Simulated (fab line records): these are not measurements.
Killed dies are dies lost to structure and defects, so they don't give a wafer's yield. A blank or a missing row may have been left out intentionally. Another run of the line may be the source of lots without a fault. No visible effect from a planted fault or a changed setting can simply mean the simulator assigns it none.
fab line records -- flow ritCmos
record lots=14, wafers=42, lastDay=7
route steps=202 shown SPACER@130
lots that met no fault: taken from a fault-free run of the same line
startH: hours from the record's opening day to when the first of the lot's shown wafers began -- waitH: time in hours since the lot's previous step -- " identical to the entry in the row above -- L1.1+2: a single row standing in for several wafers -- - either no value or no given start -- * or withheld: withheld -- < > ~ a bound
route shown NAME@n: names a module that has steps shown in the file, with the first one's number in the route -- usual: mean and standard deviation over wafers with no fault -- same: alike in all rows -- chamber/n: place in a boat -- sites: each site's reading -- _std_site: how widely they spread, as a standard deviation -- _edge_site: mean of outer sites minus mean of inner sites -- radiusMm: for every site, how far away it sits from the centre of the wafer -- mask NAME#n: copy n -- behind: tool/chamber where the wafer was last shaped -- hold: reason for holding the lot/hours on hold/outcome of the hold -- device: names the non-switching transistor (n, p or np) -- end of line: at the end of the route, the tests of the same wafers -- where a step has no rows: the recipe by itself -- killed: not the wafer's yield, but the dies lost to structure and defects at the first sort -- map: dies across one wafer; x = killed, . = not, _ = none there
set.NAME: the run value of the setting; set.NAME@STEP: its run value at that earlier step -- model.NAME: the simulator's own value behind a step, which no gauge read
route steps across a sampled set of lots; one table per step, one row per wafer
services: when a tool's chamber went out of use (startH, in hours from the record's first day, below 0 if earlier), for how many hours, and the reason
## steps
# step RIT_SPACER_ETCHBACK_05
# recipe targetDepthA=2500, SF6_flow_sccm=30, CHF3_flow_sccm=30, target=Si3N4, chemistry=SF6/CHF3, pressureMtorr=40, rfW=250, timeS=240, stopOn=SiO2
# usual CHF3_flow_sccm=29.99/0.086, drypumpMotorCurrentA=5.5/0.37, oesProductAu=0.842/0.012, rfFwdPowerW=249.1/0.85, throttleValvePct=10.26/0.16
lot.wafer,tool,chamber,startH,waitH,CHF3_flow_sccm,drypumpMotorCurrentA,oesProductAu,rfFwdPowerW,rfHoursCounterH,throttleValvePct
L164.2,rieDiel-01,2,44.84,0.0,30.02,5.7,0.841,249.5,6,10.11
L164.4,rieDiel-01,1,44.84,0.0,29.97,5.3,0.856,248.0,26,10.07
L164.5,rieDiel-01,0,44.84,0.0,30.06,6.1,0.825,248.5,-,10.40
L165.2,rieDiel-01,0,50.85,0.0,30.04,6.2,0.829,249.3,147,10.39
L165.4,rieDiel-01,3,50.85,0.0,29.97,6.0,0.835,251.2,119,10.19
L165.5,rieDiel-01,3,50.85,0.0,30.05,6.1,0.834,249.9,-,10.20
L166.2,rieDiel-04,3,56.65,0.0,29.88,5.1,0.858,249.8,146,10.11
L166.3,rieDiel-04,1,56.65,0.0,29.96,5.8,0.857,249.5,20,10.53
L166.5,rieDiel-04,0,56.65,0.0,30.09,5.5,0.849,249.6,-,10.55
L167.1,rieDiel-02,1,60.91,0.1,30.08,4.9,0.853,249.1,73,10.21
L167.3,rieDiel-02,2,60.91,0.1,29.93,5.3,0.840,249.0,23,10.24
L167.4,rieDiel-02,3,60.91,0.1,30.02,5.3,0.832,250.4,17,10.27
L168.1,rieDiel-02,0,65.27,0.1,30.08,5.4,0.829,250.5,9,10.10
L168.5,rieDiel-02,2,65.27,0.1,30.07,5.4,0.863,249.6,-,10.25
L168.6,rieDiel-02,3,65.27,0.1,29.96,5.2,0.843,249.3,-,10.28
L169.1,rieDiel-02,0,69.97,0.1,30.24,5.4,0.831,247.4,9,10.08
L169.2,rieDiel-02,3,69.97,0.1,29.90,5.2,0.829,248.9,17,10.28
L169.5,rieDiel-02,0,69.97,0.1,30.18,5.4,0.827,247.7,-,10.07
L171.4,rieDiel-02,2,81.90,0.0,30.06,5.3,0.981,249.3,23,10.30
L171.5,rieDiel-02,1,81.90,0.0,30.12,4.9,0.998,248.6,-,10.25
L171.6,rieDiel-02,2,81.90,0.0,30.01,5.3,0.986,247.7,-,10.29
L172.1,rieDiel-02,3,87.19,0.1,29.94,5.3,0.980,250.5,18,10.32
L172.3,rieDiel-02,0,87.19,0.1,30.02,5.4,0.967,248.4,9,10.13
L172.5,rieDiel-02,3,87.19,0.1,30.05,5.2,0.979,248.8,-,10.33
L179.1,rieDiel-04,2,125.57,0.1,30.03,5.2,0.854,249.4,68,10.36
L179.2,rieDiel-04,1,125.57,0.1,30.09,5.8,0.851,247.3,22,10.52
L179.3,rieDiel-04,0,125.57,0.1,30.02,5.5,0.846,249.7,14,10.55
L180.1,rieDiel-01,0,133.97,0.1,29.88,6.2,0.826,247.9,149,10.38
L180.3,rieDiel-01,1,133.97,0.1,30.04,5.2,0.846,249.4,28,10.09
L180.4,rieDiel-01,2,133.97,0.1,30.02,5.7,0.835,249.6,7,10.11
L182.1,rieDiel-01,1,147.49,0.1,30.05,5.2,0.852,249.4,28,10.10
L182.2,rieDiel-01,3,147.49,0.1,29.92,6.1,0.837,249.3,120,10.20
L182.5,rieDiel-01,3,147.49,0.1,29.88,6.1,0.836,249.5,-,10.19
L183.1,rieDiel-04,1,151.22,0.1,30.05,5.8,0.863,248.6,22,10.50
L183.3,rieDiel-04,2,151.22,0.1,29.99,5.2,0.858,249.2,69,10.35
L183.5,rieDiel-04,3,151.22,0.1,29.97,5.1,0.853,248.9,-,10.10
L184.4,rieDiel-01,1,153.21,0.1,29.93,5.3,0.845,249.3,-,10.07
L184.5,rieDiel-01,3,153.21,0.1,29.89,6.1,0.821,250.1,-,10.19
L184.6,rieDiel-01,2,153.21,0.1,30.04,5.7,0.834,249.7,-,10.10
L187.3,rieDiel-02,1,166.72,0.0,30.13,4.9,0.850,248.3,75,10.20
L187.4,rieDiel-02,0,166.72,0.0,29.97,5.4,0.825,250.0,11,10.09
L187.5,rieDiel-02,1,166.72,0.0,30.06,4.9,0.864,247.4,-,10.21
## services
tool,chamber,startH,hours,kind
rieDiel-02,1,21.34,2.6,repair
rieDiel-01,-,51.72,2.2,repair
rieDiel-04,-,81.79,0.2,repair
rieDiel-02,3,105.79,8.8,repair
rieDiel-01,0,151.20,-,clean
rieDiel-01,0,151.20,20.3,scheduledDown
rieDiel-01,0,151.20,20.3,ventCycle
rieDiel-02,-,156.58,0.1,repair
rieDiel-04,3,160.90,-,clean
rieDiel-04,2,165.42,7.4,repair
## key
firstSign step=RIT_SPACER_ETCHBACK_05, reading=oesProductAu, direction=up, sigmas=11, usual=0.842, struck=0.982
effect none on later readings
metAt RIT_SPACER_ETCHBACK_05
struckLots L171,L172
laterRowsLeftOut L171.4,L171.5,L171.6,L172.1,L172.3,L172.5
sortLeftOut L171.4,L171.5,L171.6,L172.1,L172.3,L172.5
testerLeftOut L171,L172
onsetBetween 69.97 81.90
fault kind=processParameterDrift, tool=rieDiel-02, chamber=-, onsetH=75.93, steps=RIT_SPACER_ETCHBACK_05, channel=targetDepthA, offset=-819.28, shape=step, endH=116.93, actsIn=theseRecipesOnly, stated=2500
# testerLeftOut: of these lots the tester's yield and bins aren't shown, on N5 and GAA mostly nor the transistor test; their killed dies are dies lost to structure and defects alone, not to doping, threshold or leakage, so they don't give the yield
# sortLeftOut: the simulated sort isn't trusted on such a fault, so these wafers' sort isn't shown, and their yield isn't known
# laterRowsLeftOut: the simulator's readings of these wafers behind a module that went badly wrong aren't trusted and aren't shown, but for the sort
